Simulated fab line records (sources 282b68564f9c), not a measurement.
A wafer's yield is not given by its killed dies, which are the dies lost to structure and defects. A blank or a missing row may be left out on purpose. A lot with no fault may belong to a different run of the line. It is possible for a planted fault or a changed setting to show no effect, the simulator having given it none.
A struck lot beside a sound one | flow ritCmos | 21 out of 202 route steps
Sound: these wafers, L608.1, L608.2, L608.3. Wafers L614.2, L614.3, L614.4 were the ones struck. Last of all comes the cause.
For every step that has rows: the tool of each side, followed by ch and its chambers, followed by its first start. Under that, the readings that differ: sound wafers | struck wafers | difference of the means | sigmas: that difference in standard deviations of wafers without a fault.
alike: readings whose means differ by less than 2 such deviations, and words and numbers that are the same on both sides. not compared: withheld readings, readings that some wafer has no value for, bounds like >300 that may hide the same value, and numbers for which the record gives no deviation and whose values overlap.
Wherever a step has rows on one side only, a row that says differs or no value, or a row with sigmas, the two part there. When numbers do not overlap yet have no deviation, they are printed without sigmas and do not part them. Lack of a reading on every wafer of one side parts them only where that side has two or more wafers.

first, 6 steps without rows for these wafers: RIT_NLDD_HMDS_00 (prime time 60 s); RIT_NLDD_COAT_01 (resist thk 1000 nm); RIT_NLDD_SOFTBAKE_02 (time 60 s); RIT_NLDD_EXPOSE_03 (exposes mask M7, target cd 40700 nm); RIT_NLDD_PEB_04; RIT_NLDD_DEVELOP_05 (develop time 50 s).
RIT_NLDD_OVL_MEAS_06:
  sound: overlay-02 at day 3 19:10; struck: overlay-02 at day 5 00:02
  alike: NLDD_OVL
then, 2 steps without rows for these wafers: RIT_NLDD_HARDBAKE_07 (time 60 s); RIT_NLDD_IMPLANT_08.
RIT_NLDD_STRIP_09: strips in O2, time 180 s.
  sound on plasmaAsher-01 ch 0,1, day 3 19:32; struck on plasmaAsher-02 ch 0,1, day 5 00:22
  alike: drypumpMotorCurrentA
  not compared: rfHoursCounterH
RIT_NLDD_TW_MEAS_10:
  sound: filmMetro-04 at day 3 19:43; struck: filmMetro-02 at day 5 00:33
reading | sound          | struck         | difference | sigmas
NLDD_TW | 2448 2446 2468 | 2530 2529 2526 | +74        | +2
then, 1 step without rows for these wafers: RIT_PLDD_HMDS_00 (prime time 60 s).
RIT_PLDD_COAT_01: resist thk 1000 nm.
  sound on lithoTrack-04 ch 0, day 3 19:55; struck on lithoTrack-04 ch 0, day 5 00:46
reading                                  | sound             | struck            | difference | sigmas
model.NOVOLAK_of_PLDD_COAT_01.thkNm (nm) | 997.9 998.2 996.5 | 973.7 977.2 975.1 | -22.2      | 
then, 4 steps without rows for these wafers: RIT_PLDD_SOFTBAKE_02 (time 60 s); RIT_PLDD_EXPOSE_03 (exposes mask M8, target cd 40900 nm); RIT_PLDD_PEB_04; RIT_PLDD_DEVELOP_05 (develop time 50 s).
RIT_PLDD_OVL_MEAS_06:
  sound: overlay-02 at day 3 20:44; struck: overlay-01 at day 5 01:35
  alike: PLDD_OVL
RIT_PLDD_HARDBAKE_07: time 60 s.
  sound on lithoTrack-04 ch 0, day 3 20:47; struck on lithoTrack-01 ch 0, day 5 01:38
reading                                  | sound           | struck          | difference | sigmas
model.NOVOLAK_of_PLDD_COAT_01.thkNm (nm) | 882 882.2 880.7 | 860.7 863.9 862 | -19.4      | 
  alike: heaterPowerTotalW
after that, 1 step had no rows for these wafers: RIT_PLDD_IMPLANT_08.
RIT_M1_PROBE_99:
  sound: prober-02 at day 4 11:10; struck: prober-01 at day 5 15:29
  alike: killedAtContacts, killedAtFrontEnd, killedDies, killedOpen, killedShort

== WHERE THEY PART ==
Only at RIT_NLDD_TW_MEAS_10, as far as this record shows. Later steps at which nothing parts them and some readings are alike: RIT_PLDD_OVL_MEAS_06, RIT_PLDD_HARDBAKE_07, RIT_M1_PROBE_99.

WHY: what the simulator had put in
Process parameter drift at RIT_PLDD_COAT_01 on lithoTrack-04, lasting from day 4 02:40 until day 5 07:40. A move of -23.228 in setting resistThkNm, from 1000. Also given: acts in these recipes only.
